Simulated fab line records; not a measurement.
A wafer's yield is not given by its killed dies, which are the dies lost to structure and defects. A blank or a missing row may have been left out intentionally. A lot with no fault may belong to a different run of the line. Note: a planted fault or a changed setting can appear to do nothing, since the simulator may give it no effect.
fab line records || flow rit_cmos
[record] {"lots": 6, "wafers": 18, "last_day": 6}
route steps=202 shown GATE@84
lots untouched by any fault: they come from a run of this same line in which no faults occurred
start_h: hours from the record's first day to the start of the lot's first wafer shown || wait_h: hours elapsed since this lot's preceding step || " same as the row above || L1.1+2: several wafers, shown together as one row || - either no value or no given start || * or withheld: withheld || < > ~ a bound
route shown NAME@n: NAME is a module with steps in the file, n the number in the route of the first one || usual: average and standard deviation across the fault-free wafers || same: alike in all rows || chamber/n: place in a boat || sites: each site's reading || _std_site: standard deviation across them || _edge_site: outer sites' mean less inner sites' || radius_mm: how far each site lies from the wafer's centre || mask NAME#n: copy n || behind: the tool/chamber that last shaped the wafer || hold: reason for holding the lot/hours on hold/outcome of the hold || device: transistor that didn't switch, given as n, p or np || end of line: the same wafers' tests at the end of the route || a step without rows: its recipe alone || killed: at the first sort, the dies lost to defects and structure; wafer yield is something else || map: per-die view of a wafer (x killed, . not killed, _ where there is no die)
set.NAME: the setting the step ran with; set.NAME@STEP: the setting that earlier step ran with || model.NAME: the simulator's own value behind a step, which no gauge read
lots at some steps of the route; a table a step, a row a wafer
services: from which hour (start_h, from the record's first day; less than 0 if before it) a tool's chamber was out of use, for how many hours, and why
[[steps]]
[step RIT_GATE_CVD_08]
[recipe] {"material": "poly-Si", "target_thk_nm": 250, "temp_c": 610, "precursor": "SiH4", "time_s": 2220, "pressure_mtorr": 300, "sih4_flow_sccm": 100}
[step RIT_GATE_THK_MEAS_09]
[recipe] {"reads": "poly-Si_of_GATE_CVD_08"}
[usual] {"GATE_POLY_THK": "250.4/2.5"}
{"lot.wafer": "L883.1", "tool": "film_metro-04", "chamber": "-", "start_h": 41.43, "wait_h": 0.0, "GATE_POLY_THK[nm]": 249.7}
{"lot.wafer": "L883.4", "tool": "film_metro-04", "chamber": "-", "start_h": 41.43, "wait_h": 0.0, "GATE_POLY_THK[nm]": 249.1}
{"lot.wafer": "L883.5", "tool": "film_metro-04", "chamber": "-", "start_h": 41.43, "wait_h": 0.0, "GATE_POLY_THK[nm]": 251.1}
{"lot.wafer": "L885.2", "tool": "film_metro-04", "chamber": "-", "start_h": 55.04, "wait_h": 0.0, "GATE_POLY_THK[nm]": 249.0}
{"lot.wafer": "L885.5", "tool": "film_metro-04", "chamber": "-", "start_h": 55.04, "wait_h": 0.0, "GATE_POLY_THK[nm]": 248.9}
{"lot.wafer": "L885.6", "tool": "film_metro-04", "chamber": "-", "start_h": 55.04, "wait_h": 0.0, "GATE_POLY_THK[nm]": 246.7}
{"lot.wafer": "L889.4", "tool": "film_metro-04", "chamber": "-", "start_h": 70.18, "wait_h": 0.0, "GATE_POLY_THK[nm]": 247.4}
{"lot.wafer": "L889.5", "tool": "film_metro-04", "chamber": "-", "start_h": 70.18, "wait_h": 0.0, "GATE_POLY_THK[nm]": 249.3}
{"lot.wafer": "L889.6", "tool": "film_metro-04", "chamber": "-", "start_h": 70.18, "wait_h": 0.0, "GATE_POLY_THK[nm]": 249.2}
{"lot.wafer": "L890.2", "tool": "film_metro-02", "chamber": "-", "start_h": 72.07, "wait_h": 0.0, "GATE_POLY_THK[nm]": 253.1}
{"lot.wafer": "L890.3", "tool": "film_metro-02", "chamber": "-", "start_h": 72.07, "wait_h": 0.0, "GATE_POLY_THK[nm]": 251.9}
{"lot.wafer": "L890.5", "tool": "film_metro-02", "chamber": "-", "start_h": 72.07, "wait_h": 0.0, "GATE_POLY_THK[nm]": 251.7}
{"lot.wafer": "L898.2", "tool": "film_metro-04", "chamber": "-", "start_h": 111.91, "wait_h": 0.0, "GATE_POLY_THK[nm]": 254.9}
{"lot.wafer": "L898.4", "tool": "film_metro-04", "chamber": "-", "start_h": 111.91, "wait_h": 0.0, "GATE_POLY_THK[nm]": 251.2}
{"lot.wafer": "L898.6", "tool": "film_metro-04", "chamber": "-", "start_h": 111.91, "wait_h": 0.0, "GATE_POLY_THK[nm]": 253.6}
{"lot.wafer": "L899.3", "tool": "film_metro-04", "chamber": "-", "start_h": 115.77, "wait_h": 0.0, "GATE_POLY_THK[nm]": 249.5}
{"lot.wafer": "L899.4", "tool": "film_metro-04", "chamber": "-", "start_h": 115.77, "wait_h": 0.0, "GATE_POLY_THK[nm]": 250.7}
{"lot.wafer": "L899.6", "tool": "film_metro-04", "chamber": "-", "start_h": 115.77, "wait_h": 0.0, "GATE_POLY_THK[nm]": 246.3}
[step RIT_GATE_HMDS_10]
[recipe] {"prime_time_s": 60, "prime_temp_c": 140}
[step RIT_GATE_COAT_11]
[recipe] {"resist": "NOVOLAK", "spin_rpm": 4250, "resist_thk_nm": 850}
[step RIT_GATE_SOFTBAKE_12]
[recipe] {"resist": "NOVOLAK", "temp_c": 90, "time_s": 60}
[step RIT_GATE_EXPOSE_13]
[recipe] {"mask_id": "M6", "na": 0.6, "source_shape": "conventional", "sigma_outer": 0.6, "target_cd_nm": 150, "dose_mj": 380}
[step RIT_GATE_PEB_14]
[recipe] {"resist": "NOVOLAK", "temp_c": "withheld", "time_s": "withheld"}
[step RIT_GATE_DEVELOP_15]
[recipe] {"resist": "NOVOLAK", "develop_time_s": 50, "dev_temp_c": 23}
[step RIT_GATE_CD_MEAS_16]
[recipe] {"target_cd_nm": 150}
[usual] {"cd_nm": "149/3"}
{"lot.wafer": "L883.1", "tool": "cd_sem-01", "chamber": "-", "start_h": 42.34, "wait_h": "-", "cd_nm": 151}
{"lot.wafer": "L883.4", "tool": "cd_sem-01", "chamber": "-", "start_h": 42.34, "wait_h": "-", "cd_nm": 149}
{"lot.wafer": "L883.5", "tool": "cd_sem-01", "chamber": "-", "start_h": 42.34, "wait_h": "-", "cd_nm": 150}
{"lot.wafer": "L885.2", "tool": "cd_sem-02", "chamber": "-", "start_h": 55.96, "wait_h": "-", "cd_nm": 146}
{"lot.wafer": "L885.5", "tool": "cd_sem-02", "chamber": "-", "start_h": 55.96, "wait_h": "-", "cd_nm": 146}
{"lot.wafer": "L885.6", "tool": "cd_sem-02", "chamber": "-", "start_h": 55.96, "wait_h": "-", "cd_nm": 145}
{"lot.wafer": "L889.4", "tool": "cd_sem-01", "chamber": "-", "start_h": 71.35, "wait_h": "-", "cd_nm": 144}
{"lot.wafer": "L889.5", "tool": "cd_sem-01", "chamber": "-", "start_h": 71.35, "wait_h": "-", "cd_nm": 146}
{"lot.wafer": "L889.6", "tool": "cd_sem-01", "chamber": "-", "start_h": 71.35, "wait_h": "-", "cd_nm": 148}
{"lot.wafer": "L890.2", "tool": "cd_sem-01", "chamber": "-", "start_h": 73.17, "wait_h": "-", "cd_nm": 151}
{"lot.wafer": "L890.3", "tool": "cd_sem-01", "chamber": "-", "start_h": 73.17, "wait_h": "-", "cd_nm": 153}
{"lot.wafer": "L890.5", "tool": "cd_sem-01", "chamber": "-", "start_h": 73.17, "wait_h": "-", "cd_nm": 150}
{"lot.wafer": "L898.2", "tool": "cd_sem-02", "chamber": "-", "start_h": 112.83, "wait_h": "-", "cd_nm": 146}
{"lot.wafer": "L898.4", "tool": "cd_sem-02", "chamber": "-", "start_h": 112.83, "wait_h": "-", "cd_nm": 145}
{"lot.wafer": "L898.6", "tool": "cd_sem-02", "chamber": "-", "start_h": 112.83, "wait_h": "-", "cd_nm": 144}
{"lot.wafer": "L899.3", "tool": "cd_sem-01", "chamber": "-", "start_h": 116.83, "wait_h": "-", "cd_nm": 154}
{"lot.wafer": "L899.4", "tool": "cd_sem-01", "chamber": "-", "start_h": 116.83, "wait_h": "-", "cd_nm": 154}
{"lot.wafer": "L899.6", "tool": "cd_sem-01", "chamber": "-", "start_h": 116.83, "wait_h": "-", "cd_nm": 152}
[step RIT_GATE_OVL_MEAS_17]
[usual] {"GATE_OVL": "0.3/1.4"}
{"lot.wafer": "L883.1", "tool": "overlay-01", "chamber": "-", "start_h": 42.46, "wait_h": 0.1, "GATE_OVL[nm]": 1.4}
{"lot.wafer": "L883.4", "tool": "overlay-01", "chamber": "-", "start_h": 42.46, "wait_h": 0.1, "GATE_OVL[nm]": 0.7}
{"lot.wafer": "L883.5", "tool": "overlay-01", "chamber": "-", "start_h": 42.46, "wait_h": 0.1, "GATE_OVL[nm]": 3.2}
{"lot.wafer": "L885.2", "tool": "overlay-01", "chamber": "-", "start_h": 56.07, "wait_h": 0.1, "GATE_OVL[nm]": 1.7}
{"lot.wafer": "L885.5", "tool": "overlay-01", "chamber": "-", "start_h": 56.07, "wait_h": 0.1, "GATE_OVL[nm]": 0.6}
{"lot.wafer": "L885.6", "tool": "overlay-01", "chamber": "-", "start_h": 56.07, "wait_h": 0.1, "GATE_OVL[nm]": 1.0}
{"lot.wafer": "L889.4", "tool": "overlay-01", "chamber": "-", "start_h": 71.43, "wait_h": 0.1, "GATE_OVL[nm]": -1.0}
{"lot.wafer": "L889.5", "tool": "overlay-01", "chamber": "-", "start_h": 71.43, "wait_h": 0.1, "GATE_OVL[nm]": 1.6}
{"lot.wafer": "L889.6", "tool": "overlay-01", "chamber": "-", "start_h": 71.43, "wait_h": 0.1, "GATE_OVL[nm]": -0.3}
{"lot.wafer": "L890.2", "tool": "overlay-02", "chamber": "-", "start_h": 73.27, "wait_h": 0.1, "GATE_OVL[nm]": 3.6}
{"lot.wafer": "L890.3", "tool": "overlay-02", "chamber": "-", "start_h": 73.27, "wait_h": 0.1, "GATE_OVL[nm]": 1.0}
{"lot.wafer": "L890.5", "tool": "overlay-02", "chamber": "-", "start_h": 73.27, "wait_h": 0.1, "GATE_OVL[nm]": 2.4}
{"lot.wafer": "L898.2", "tool": "overlay-01", "chamber": "-", "start_h": 112.93, "wait_h": 0.1, "GATE_OVL[nm]": -0.5}
{"lot.wafer": "L898.4", "tool": "overlay-01", "chamber": "-", "start_h": 112.93, "wait_h": 0.1, "GATE_OVL[nm]": -0.6}
{"lot.wafer": "L898.6", "tool": "overlay-01", "chamber": "-", "start_h": 112.93, "wait_h": 0.1, "GATE_OVL[nm]": 0.1}
{"lot.wafer": "L899.3", "tool": "overlay-01", "chamber": "-", "start_h": 116.92, "wait_h": 0.1, "GATE_OVL[nm]": 2.0}
{"lot.wafer": "L899.4", "tool": "overlay-01", "chamber": "-", "start_h": 116.92, "wait_h": 0.1, "GATE_OVL[nm]": 1.8}
{"lot.wafer": "L899.6", "tool": "overlay-01", "chamber": "-", "start_h": 116.92, "wait_h": 0.1, "GATE_OVL[nm]": 1.2}
[step RIT_GATE_HARDBAKE_18]
[recipe] {"resist": "NOVOLAK", "temp_c": 140, "time_s": 60}
[step RIT_GATE_ETCH_19]
[recipe] {"chemistry": "SF6/CHF3/O2", "time_s": 165, "SF6_flow_sccm": 30, "CHF3_flow_sccm": 30, "O2_flow_sccm": 5, "target": "poly-Si", "pressure_mtorr": 40, "rf_w": 160, "target_depth_a": 3125, "over_etch_frac": 0.25, "stop_on": "SiO2"}
[usual] {"chamber_pressure_mTorr": "40.00/0.036", "drypump_motor_current_A": "5.8/0.36", "oes_product_au": "0.854/0.017", "throttle_valve_pct": "10.17/0.14"}
[same] {"time_s": 165}
{"lot.wafer": "L883.1", "tool": "rie_si-01", "chamber": 0, "start_h": 42.65, "wait_h": 0.1, "chamber_pressure_mTorr": 40.04, "drypump_motor_current_A": 6.0, "oes_product_au": 0.859, "rf_hours_counter_h": 4, "throttle_valve_pct": 10.05}
{"lot.wafer": "L883.4", "tool": "rie_si-01", "chamber": 1, "start_h": 42.65, "wait_h": 0.1, "chamber_pressure_mTorr": 40.06, "drypump_motor_current_A": 6.0, "oes_product_au": 0.833, "rf_hours_counter_h": 114, "throttle_valve_pct": 10.16}
{"lot.wafer": "L883.5", "tool": "rie_si-01", "chamber": 1, "start_h": 42.65, "wait_h": 0.1, "chamber_pressure_mTorr": 39.99, "drypump_motor_current_A": 6.0, "oes_product_au": 0.829, "rf_hours_counter_h": "-", "throttle_valve_pct": 10.16}
{"lot.wafer": "L885.2", "tool": "rie_si-01", "chamber": 2, "start_h": 56.25, "wait_h": 0.1, "chamber_pressure_mTorr": 39.93, "drypump_motor_current_A": 5.5, "oes_product_au": 0.829, "rf_hours_counter_h": 47, "throttle_valve_pct": 10.06}
{"lot.wafer": "L885.5", "tool": "rie_si-01", "chamber": 2, "start_h": 56.25, "wait_h": 0.1, "chamber_pressure_mTorr": 39.99, "drypump_motor_current_A": 5.5, "oes_product_au": 0.831, "rf_hours_counter_h": "-", "throttle_valve_pct": 10.07}
{"lot.wafer": "L885.6", "tool": "rie_si-01", "chamber": 3, "start_h": 56.25, "wait_h": 0.1, "chamber_pressure_mTorr": 40.00, "drypump_motor_current_A": 5.5, "oes_product_au": 0.848, "rf_hours_counter_h": "-", "throttle_valve_pct": 9.98}
{"lot.wafer": "L889.4", "tool": "rie_si-01", "chamber": 0, "start_h": 71.72, "wait_h": 0.1, "chamber_pressure_mTorr": 40.00, "drypump_motor_current_A": 6.0, "oes_product_au": 0.858, "rf_hours_counter_h": 4, "throttle_valve_pct": 10.07}
{"lot.wafer": "L889.5", "tool": "rie_si-01", "chamber": 2, "start_h": 71.72, "wait_h": 0.1, "chamber_pressure_mTorr": 40.02, "drypump_motor_current_A": 5.5, "oes_product_au": 0.824, "rf_hours_counter_h": "-", "throttle_valve_pct": 10.07}
{"lot.wafer": "L889.6", "tool": "rie_si-01", "chamber": 3, "start_h": 71.72, "wait_h": 0.1, "chamber_pressure_mTorr": 40.04, "drypump_motor_current_A": 5.5, "oes_product_au": 0.861, "rf_hours_counter_h": "-", "throttle_valve_pct": 9.99}
{"lot.wafer": "L890.2", "tool": "rie_si-01", "chamber": 0, "start_h": 73.45, "wait_h": 0.1, "chamber_pressure_mTorr": 40.05, "drypump_motor_current_A": 6.0, "oes_product_au": 0.853, "rf_hours_counter_h": 4, "throttle_valve_pct": 10.05}
{"lot.wafer": "L890.3", "tool": "rie_si-01", "chamber": 2, "start_h": 73.45, "wait_h": 0.1, "chamber_pressure_mTorr": 40.00, "drypump_motor_current_A": 5.5, "oes_product_au": 0.840, "rf_hours_counter_h": 47, "throttle_valve_pct": 10.07}
{"lot.wafer": "L890.5", "tool": "rie_si-01", "chamber": 2, "start_h": 73.45, "wait_h": 0.1, "chamber_pressure_mTorr": 39.96, "drypump_motor_current_A": 5.5, "oes_product_au": 0.838, "rf_hours_counter_h": "-", "throttle_valve_pct": 10.09}
{"lot.wafer": "L898.2", "tool": "rie_si-01", "chamber": 3, "start_h": 113.11, "wait_h": 0.1, "chamber_pressure_mTorr": 40.01, "drypump_motor_current_A": 5.5, "oes_product_au": 0.873, "rf_hours_counter_h": 30, "throttle_valve_pct": 9.98}
{"lot.wafer": "L898.4", "tool": "rie_si-01", "chamber": 2, "start_h": 113.11, "wait_h": 0.1, "chamber_pressure_mTorr": 39.98, "drypump_motor_current_A": 5.5, "oes_product_au": 0.842, "rf_hours_counter_h": 48, "throttle_valve_pct": 10.07}
{"lot.wafer": "L898.6", "tool": "rie_si-01", "chamber": 0, "start_h": 113.11, "wait_h": 0.1, "chamber_pressure_mTorr": 39.98, "drypump_motor_current_A": 6.0, "oes_product_au": 0.862, "rf_hours_counter_h": "-", "throttle_valve_pct": 10.08}
{"lot.wafer": "L899.3", "tool": "rie_si-02", "chamber": 0, "start_h": 117.09, "wait_h": 0.1, "chamber_pressure_mTorr": 39.99, "drypump_motor_current_A": 5.3, "oes_product_au": 0.876, "rf_hours_counter_h": 10, "throttle_valve_pct": 10.31}
{"lot.wafer": "L899.4", "tool": "rie_si-02", "chamber": 2, "start_h": 117.09, "wait_h": 0.1, "chamber_pressure_mTorr": 40.03, "drypump_motor_current_A": 5.6, "oes_product_au": 0.861, "rf_hours_counter_h": "-", "throttle_valve_pct": 10.43}
{"lot.wafer": "L899.6", "tool": "rie_si-02", "chamber": 3, "start_h": 117.09, "wait_h": 0.1, "chamber_pressure_mTorr": 39.95, "drypump_motor_current_A": 6.5, "oes_product_au": 0.856, "rf_hours_counter_h": "-", "throttle_valve_pct": 10.26}
[step RIT_GATE_STRIP_20]
[recipe] {"chemistry": "O2", "time_s": 180, "resist": "NOVOLAK", "platen_temp_c": "withheld", "power_w": 500, "pressure_mtorr": 4000, "o2_flow_sccm": 4000}
[usual] {"chamber_pressure_mTorr": "3999/3.7", "drypump_motor_current_A": "6.1/0.52", "time_s": "180/0"}
{"lot.wafer": "L883.1", "tool": "plasma_asher-01", "chamber": 0, "start_h": 42.76, "wait_h": 0.1, "chamber_pressure_mTorr": 4002, "drypump_motor_current_A": 6.3, "rf_hours_counter_h": 39, "time_s": 180, "model.NOVOLAK_of_GATE_COAT_11.thk_nm": 0}
{"lot.wafer": "L883.4", "tool": "plasma_asher-01", "chamber": 1, "start_h": 42.76, "wait_h": 0.1, "chamber_pressure_mTorr": 4001, "drypump_motor_current_A": 6.3, "rf_hours_counter_h": "-", "time_s": 180, "model.NOVOLAK_of_GATE_COAT_11.thk_nm": 0}
{"lot.wafer": "L883.5", "tool": "plasma_asher-01", "chamber": 0, "start_h": 42.76, "wait_h": 0.1, "chamber_pressure_mTorr": 3998, "drypump_motor_current_A": 6.3, "rf_hours_counter_h": "-", "time_s": 180, "model.NOVOLAK_of_GATE_COAT_11.thk_nm": 0}
{"lot.wafer": "L885.2", "tool": "plasma_asher-03", "chamber": 1, "start_h": 56.36, "wait_h": 0.1, "chamber_pressure_mTorr": 3999, "drypump_motor_current_A": 6.2, "rf_hours_counter_h": 40, "time_s": 180, "model.NOVOLAK_of_GATE_COAT_11.thk_nm": 0}
{"lot.wafer": "L885.5", "tool": "plasma_asher-03", "chamber": 1, "start_h": 56.36, "wait_h": 0.1, "chamber_pressure_mTorr": 3995, "drypump_motor_current_A": 6.2, "rf_hours_counter_h": "-", "time_s": 180, "model.NOVOLAK_of_GATE_COAT_11.thk_nm": 0}
{"lot.wafer": "L885.6", "tool": "plasma_asher-03", "chamber": 0, "start_h": 56.36, "wait_h": 0.1, "chamber_pressure_mTorr": 4002, "drypump_motor_current_A": 6.6, "rf_hours_counter_h": "-", "time_s": 180, "model.NOVOLAK_of_GATE_COAT_11.thk_nm": 0}
{"lot.wafer": "L889.4", "tool": "plasma_asher-03", "chamber": 1, "start_h": 71.89, "wait_h": 0.1, "chamber_pressure_mTorr": "-", "drypump_motor_current_A": "-", "rf_hours_counter_h": "-", "time_s": "-", "model.NOVOLAK_of_GATE_COAT_11.thk_nm": 677.3}
{"lot.wafer": "L889.5", "tool": "plasma_asher-03", "chamber": 1, "start_h": 71.89, "wait_h": 0.1, "chamber_pressure_mTorr": "-", "drypump_motor_current_A": "-", "rf_hours_counter_h": "-", "time_s": "-", "model.NOVOLAK_of_GATE_COAT_11.thk_nm": 681}
{"lot.wafer": "L889.6", "tool": "plasma_asher-03", "chamber": 0, "start_h": 71.89, "wait_h": 0.1, "chamber_pressure_mTorr": "-", "drypump_motor_current_A": "-", "rf_hours_counter_h": "-", "time_s": "-", "model.NOVOLAK_of_GATE_COAT_11.thk_nm": 675.1}
{"lot.wafer": "L890.2", "tool": "plasma_asher-01", "chamber": 0, "start_h": 73.56, "wait_h": 0.1, "chamber_pressure_mTorr": "-", "drypump_motor_current_A": "-", "rf_hours_counter_h": "-", "time_s": "-", "model.NOVOLAK_of_GATE_COAT_11.thk_nm": 674.6}
{"lot.wafer": "L890.3", "tool": "plasma_asher-01", "chamber": 1, "start_h": 73.56, "wait_h": 0.1, "chamber_pressure_mTorr": "-", "drypump_motor_current_A": "-", "rf_hours_counter_h": "-", "time_s": "-", "model.NOVOLAK_of_GATE_COAT_11.thk_nm": 678}
{"lot.wafer": "L890.5", "tool": "plasma_asher-01", "chamber": 1, "start_h": 73.56, "wait_h": 0.1, "chamber_pressure_mTorr": "-", "drypump_motor_current_A": "-", "rf_hours_counter_h": "-", "time_s": "-", "model.NOVOLAK_of_GATE_COAT_11.thk_nm": 676.6}
{"lot.wafer": "L898.2", "tool": "plasma_asher-02", "chamber": 0, "start_h": 113.22, "wait_h": 0.1, "chamber_pressure_mTorr": 3996, "drypump_motor_current_A": 5.3, "rf_hours_counter_h": 47, "time_s": 180, "model.NOVOLAK_of_GATE_COAT_11.thk_nm": 0}
{"lot.wafer": "L898.4", "tool": "plasma_asher-02", "chamber": 1, "start_h": 113.22, "wait_h": 0.1, "chamber_pressure_mTorr": 4009, "drypump_motor_current_A": 5.0, "rf_hours_counter_h": "-", "time_s": 180, "model.NOVOLAK_of_GATE_COAT_11.thk_nm": 0}
{"lot.wafer": "L898.6", "tool": "plasma_asher-02", "chamber": 1, "start_h": 113.22, "wait_h": 0.1, "chamber_pressure_mTorr": 3997, "drypump_motor_current_A": 5.0, "rf_hours_counter_h": "-", "time_s": 180, "model.NOVOLAK_of_GATE_COAT_11.thk_nm": 0}
{"lot.wafer": "L899.3", "tool": "plasma_asher-02", "chamber": 1, "start_h": 117.26, "wait_h": 0.1, "chamber_pressure_mTorr": 4000, "drypump_motor_current_A": 5.0, "rf_hours_counter_h": "-", "time_s": 180, "model.NOVOLAK_of_GATE_COAT_11.thk_nm": 0}
{"lot.wafer": "L899.4", "tool": "plasma_asher-02", "chamber": 0, "start_h": 117.26, "wait_h": 0.1, "chamber_pressure_mTorr": 3998, "drypump_motor_current_A": 5.3, "rf_hours_counter_h": "-", "time_s": 180, "model.NOVOLAK_of_GATE_COAT_11.thk_nm": 0}
{"lot.wafer": "L899.6", "tool": "plasma_asher-02", "chamber": 1, "start_h": 117.26, "wait_h": 0.1, "chamber_pressure_mTorr": 3999, "drypump_motor_current_A": 5.0, "rf_hours_counter_h": "-", "time_s": 180, "model.NOVOLAK_of_GATE_COAT_11.thk_nm": 0}
[step RIT_GATE_CD_MEAS_90]
[recipe] {"target_cd_nm": 150}
[usual] {"cd_nm": "148.8/3"}
{"lot.wafer": "L883.1", "tool": "cd_sem-02", "chamber": "-", "start_h": 42.93, "wait_h": 0.1, "cd_nm": 151.5}
{"lot.wafer": "L883.4", "tool": "cd_sem-02", "chamber": "-", "start_h": 42.93, "wait_h": 0.1, "cd_nm": 149.0}
{"lot.wafer": "L883.5", "tool": "cd_sem-02", "chamber": "-", "start_h": 42.93, "wait_h": 0.1, "cd_nm": 150.3}
{"lot.wafer": "L885.2", "tool": "cd_sem-02", "chamber": "-", "start_h": 56.55, "wait_h": 0.1, "cd_nm": 146.0}
{"lot.wafer": "L885.5", "tool": "cd_sem-02", "chamber": "-", "start_h": 56.55, "wait_h": 0.1, "cd_nm": 147.0}
{"lot.wafer": "L885.6", "tool": "cd_sem-02", "chamber": "-", "start_h": 56.55, "wait_h": 0.1, "cd_nm": 144.9}
{"lot.wafer": "L889.4", "tool": "cd_sem-01", "chamber": "-", "start_h": 72.06, "wait_h": 0.1, "cd_nm": 144.1}
{"lot.wafer": "L889.5", "tool": "cd_sem-01", "chamber": "-", "start_h": 72.06, "wait_h": 0.1, "cd_nm": 146.7}
{"lot.wafer": "L889.6", "tool": "cd_sem-01", "chamber": "-", "start_h": 72.06, "wait_h": 0.1, "cd_nm": 147.6}
{"lot.wafer": "L890.2", "tool": "cd_sem-02", "chamber": "-", "start_h": 73.75, "wait_h": 0.1, "cd_nm": 150.7}
{"lot.wafer": "L890.3", "tool": "cd_sem-02", "chamber": "-", "start_h": 73.75, "wait_h": 0.1, "cd_nm": 153.8}
{"lot.wafer": "L890.5", "tool": "cd_sem-02", "chamber": "-", "start_h": 73.75, "wait_h": 0.1, "cd_nm": 150.2}
{"lot.wafer": "L898.2", "tool": "cd_sem-02", "chamber": "-", "start_h": 113.42, "wait_h": 0.1, "cd_nm": 146.6}
{"lot.wafer": "L898.4", "tool": "cd_sem-02", "chamber": "-", "start_h": 113.42, "wait_h": 0.1, "cd_nm": 144.8}
{"lot.wafer": "L898.6", "tool": "cd_sem-02", "chamber": "-", "start_h": 113.42, "wait_h": 0.1, "cd_nm": 144.2}
{"lot.wafer": "L899.3", "tool": "cd_sem-02", "chamber": "-", "start_h": 117.42, "wait_h": 0.1, "cd_nm": 153.2}
{"lot.wafer": "L899.4", "tool": "cd_sem-02", "chamber": "-", "start_h": 117.42, "wait_h": 0.1, "cd_nm": 154.5}
{"lot.wafer": "L899.6", "tool": "cd_sem-02", "chamber": "-", "start_h": 117.42, "wait_h": 0.1, "cd_nm": 151.8}
[[services]]
{"tool": "rie_si-02", "chamber": 3, "start_h": 31.98, "hours": 10.2, "kind": "repair"}
{"tool": "rie_si-02", "chamber": "-", "start_h": 39.00, "hours": 0.3, "kind": "repair"}
{"tool": "plasma_asher-03", "chamber": "-", "start_h": 53.22, "hours": 1.4, "kind": "repair"}
{"tool": "rie_si-02", "chamber": 0, "start_h": 68.58, "hours": 11.9, "kind": "repair"}
{"tool": "rie_si-02", "chamber": 3, "start_h": 70.12, "hours": 1.5, "kind": "repair"}
{"tool": "rie_si-02", "chamber": "-", "start_h": 73.02, "hours": 1.6, "kind": "repair"}
{"tool": "rie_si-02", "chamber": 3, "start_h": 100.27, "hours": 1.2, "kind": "repair"}
{"tool": "rie_si-02", "chamber": 1, "start_h": 108.67, "hours": "-", "kind": "clean"}
{"tool": "rie_si-02", "chamber": 1, "start_h": 108.67, "hours": 20.5, "kind": "scheduled_down"}
{"tool": "rie_si-02", "chamber": 1, "start_h": 108.67, "hours": 20.5, "kind": "vent_cycle"}
{"tool": "plasma_asher-01", "chamber": "-", "start_h": 108.75, "hours": 9.0, "kind": "pm"}
{"tool": "plasma_asher-01", "chamber": 0, "start_h": 108.75, "hours": 9.0, "kind": "vent_cycle"}
{"tool": "plasma_asher-01", "chamber": 1, "start_h": 108.75, "hours": 9.0, "kind": "vent_cycle"}
{"tool": "plasma_asher-03", "chamber": "-", "start_h": 116.76, "hours": 2.8, "kind": "pm"}
[[key]]
[first_sign] {"step": "RIT_GATE_STRIP_20", "reading": "tool_record", "direction": "missing"}
effect none on later readings
[model_effect] {"step": "RIT_GATE_STRIP_20", "value": "NOVOLAK_of_GATE_COAT_11.thk_nm", "without": 0, "struck": 677.1}
met_at RIT_GATE_STRIP_20
struck_wafers L889.4,L889.5,L889.6,L890.2,L890.3,L890.5
later_rows_left_out L889.4,L889.5,L889.6,L890.2,L890.3,L890.5
sort_left_out L889.4,L889.5,L889.6,L890.2,L890.3,L890.5
tester_left_out L889,L890
onset_between 56.36 71.89
[fault] {"kind": "skipped_step_whole", "tool": "plasma_asher-01,plasma_asher-03", "chamber": "-", "onset_h": 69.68, "steps": "RIT_GATE_STRIP_20", "scope": "struck_lots_only"}
// tester_left_out: of these lots the tester's yield and bins aren't shown, on N5 and GAA mostly nor the transistor test; their killed dies are dies lost to structure and defects alone, not to doping, threshold or leakage, so they don't give the yield
// sort_left_out: the simulated sort isn't trusted on such a fault, so these wafers' sort isn't shown, and their yield isn't known
// later_rows_left_out: the simulator's readings of these wafers behind a module that went badly wrong aren't trusted and aren't shown, but for the sort
